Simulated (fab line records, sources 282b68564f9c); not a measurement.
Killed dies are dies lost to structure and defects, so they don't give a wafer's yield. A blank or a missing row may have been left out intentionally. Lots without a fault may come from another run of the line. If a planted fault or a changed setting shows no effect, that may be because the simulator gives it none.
Tool commonality check    flow ritCmos    14 lots and 42 wafers in the sample

WHAT PROMPTED THE OPENING
Flagged at RIT_GATE_CD_MEAS_16: reading cdNm, on 2 of 14 lots. Fault-free wafers read 150.7 nm, with a standard deviation of 2.5.
Rule: flag the lot when none of its wafers has a number, or when each of its wafers that has one lies beyond 4 standard deviations from that mean. The other lots count as sound.

lot   measured     on        cdNm (nm), wafer by wafer  flag
L659  day 2 15:56  cdSem-01  147.7 146.8 148.7          
L660  day 2 23:17  cdSem-01  150.0 148.4 148.9          
L661  day 3 02:18  cdSem-02  152.1 152.4 152.0          
L662  day 3 05:08  cdSem-01  155.4 155.1 155.0          
L663  day 3 12:25  cdSem-02  154.1 150.8 152.6          
L664  day 3 17:48  cdSem-02  151.3 151.3 150.5          
L665  day 3 20:49  cdSem-01  150.0 149.0 151.8          
L666  day 4 00:38  cdSem-01  153.7 151.9 151.7          
L667  day 4 08:44  cdSem-02  150.8 153.4 150.4          
L673  day 5 14:46  cdSem-02  58.6 59.3 58.7             FLAGGED
L674  day 5 16:35  cdSem-02  64.1 59.5 64.3             FLAGGED
L675  day 6 00:07  cdSem-02  152.5 151.9 152.9          
L677  day 6 10:41  cdSem-02  150.2 148.6 148.6          
L682  day 7 09:27  cdSem-02  152.4 148.3 153.1          
The mean of the flagged lots' numbers is 60.8 nm, -89.9 nm from the usual (-36 standard deviations).

WHICH TOOL EACH LOT WENT THROUGH
The record keeps 1 process step preceding the reading, out of 202 steps on the route. In each cell: the tool, then ch and the chambers that the sampled wafers went through, then the start.
lot   flag     RIT_GATE_COAT_11
L659           lithoTrack-04 ch 0, day 2 15:08
L660           lithoTrack-02 ch 0, day 2 22:28
L661           lithoTrack-04 ch 0, day 3 01:36
L662           lithoTrack-02 ch 0, day 3 04:17
L663           lithoTrack-04 ch 0, day 3 11:35
L664           lithoTrack-04 ch 0, day 3 17:05
L665           lithoTrack-02 ch 0, day 3 20:01
L666           lithoTrack-02 ch 0, day 3 23:49
L667           lithoTrack-01 ch 0, day 4 07:52
L673  FLAGGED  lithoTrack-04 ch 0, day 5 14:04
L674  FLAGGED  lithoTrack-04 ch 0, day 5 15:43
L675           lithoTrack-02 ch 0, day 5 23:14
L677           lithoTrack-02 ch 0, day 6 09:51
L682           lithoTrack-02 ch 0, day 7 08:45
What is done by these steps:
- RIT_GATE_COAT_11: resist thk 850 nm.
- RIT_GATE_CD_MEAS_16: target cd 150 nm.

FLAGGED OVER TOTAL, TOOL BY TOOL (the gauges that took the reading come last)
step                 tool           lots run  flagged  share of the flagged lots  sound lots run after its first flagged lot
RIT_GATE_COAT_11     lithoTrack-01  1         0        none                       -
RIT_GATE_COAT_11     lithoTrack-02  7         0        none                       -
RIT_GATE_COAT_11     lithoTrack-04  6         2        all                        0
RIT_GATE_CD_MEAS_16  cdSem-01       5         0        none                       -
RIT_GATE_CD_MEAS_16  cdSem-02       9         2        all                        3 (L675,L677,L682)

WHAT THE TABLE ALLOWS
Every flagged lot went through 2 rows of the table: lithoTrack-04 at RIT_GATE_COAT_11 and cdSem-02 at RIT_GATE_CD_MEAS_16.
- lithoTrack-04 at RIT_GATE_COAT_11: 2 of its 6 lots flagged. A fault beginning between L664 (day 3 17:05), its last sound lot, and L673 (day 5 14:04), its first flagged one, fits the data.
- cdSem-02 at RIT_GATE_CD_MEAS_16: 2 of its 9 lots flagged. After the first flagged lot (L675, L677, L682), sound lots still ran on it; a lasting fault on the whole tool would not permit that.
lithoTrack-04 at RIT_GATE_COAT_11 is the single tool remaining.

WHAT THE SIMULATOR PUT IN
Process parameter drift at RIT_GATE_COAT_11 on lithoTrack-04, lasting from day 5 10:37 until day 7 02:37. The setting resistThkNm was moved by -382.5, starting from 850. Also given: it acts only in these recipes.
Struck lots among those shown: L673, L674. The rule above found the same.
